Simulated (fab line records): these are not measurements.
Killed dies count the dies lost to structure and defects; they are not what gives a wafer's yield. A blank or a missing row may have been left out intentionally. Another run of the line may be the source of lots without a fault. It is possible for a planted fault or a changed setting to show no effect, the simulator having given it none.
Code-filled problem report in 8D (eight disciplines) form + flow rit-cmos + the parts of the form that need people (team, actions taken, sign-off) are left out

== 1. PROBLEM STATEMENT ==
PLDD_TW at RIT_PLDD_TW_MEAS_10 reads a mean of 30 on 3 wafers of 1 lot; wafers without a fault read 2355 with a standard deviation of 26. That is -89 standard deviations from the usual mean.
Earliest sighting: wafer L178.1 on film-metro-02 at day 5 05:23. At this step, 39 wafers from 13 lots have a number in the record. Rule for "out", or "out of limits": more than 4 standard deviations from the usual mean. All remaining wafers that have a number are taken as sound.

== 2. WHAT IT IS AND WHAT IT IS NOT ==
| question                    | is                     | is not                                                                          |
|-----------------------------|------------------------|---------------------------------------------------------------------------------|
| which readings at this step | PLDD_TW                | -                                                                               |
| which lots                  | L178                   | L167, L168, L169, L170, L171, L172, L173, L174, L177, L185, L188, L190          |
| which wafers of those lots  | all that have a number | -                                                                               |
| read on which gauges        | film-metro-02          | film-metro-01, film-metro-04                                                    |
| when                        | from day 5 05:23       | up to then (27 sound wafers); but 9 sound wafers of L185, L188, L190 came after |

== 3. WHAT RULES OUT EACH SUSPECT ==
Counting: any tool at a process step up to the reading is kept as a suspect provided that every lot that is out went through it and no sound lot did after the first of them.
- the gauge at RIT_PLDD_TW_MEAS_10 is ruled out. All the wafers that are out were read on film-metro-02, but those of them that RIT_NLDD_STRIP_09 has rows for are out there too, on other tools.
- plasma-asher-01 at RIT_NLDD_STRIP_09 (strips in O2, time 180 s): kept. It ran the lot that is out, L178 (day 5 03:42), and no sound lot after that; its last sound lot up to then is L177 (day 4 23:50). Its own readings are out on those wafers: run-length-s.
Remaining after the count: plasma-asher-01 at RIT_NLDD_STRIP_09.

== 4. THE CAUSE (what the simulator had put in) ==
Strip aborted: plasma-asher-01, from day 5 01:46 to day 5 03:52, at RIT_NLDD_STRIP_09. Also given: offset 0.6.
Counting left only this tool.

== 5. SEQUENCE OF EFFECTS, ordered by route ==
Each row: a reading whose mean over the struck wafers that have a number lies more than 3 standard deviations from the usual. Only readings whose record carries a usual standard deviation are examined. hours: median over the lots of the time between each lot's start at the first step of this table that gives one and its start at this step. sigmas: the change, counted in usual standard deviations.
| hours | step                | reading      | usual   | on struck wafers | change | sigmas      |
|-------|---------------------|--------------|---------|------------------|--------|-------------|
| 0     | RIT_NLDD_STRIP_09   | run-length-s | 208.3 s | 72.1             | -136.2 | -99 or more |
| 2     | RIT_PLDD_TW_MEAS_10 | PLDD_TW      | 2355    | 30               | -2325  | -89         |
Its process steps:
- RIT_NLDD_STRIP_09: strips in O2, time 180 s.

== 6. WHAT WOULD HAVE CAUGHT IT SOONER ==
Counted from the fault's start at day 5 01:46, it took 4 hours until the first out-of-limits reading at a measuring or inspecting step in this record, taken at day 5 05:23.
The tool's own readings at RIT_NLDD_STRIP_09 were out on every struck wafer that the step has a row for (run-length-s): an alarm limit on them would have fired on the first of those.
By day 5 05:23, every lot that is out (1) had started RIT_NLDD_STRIP_09 on plasma-asher-01. None of them would have been spared by holding the tool at that moment.
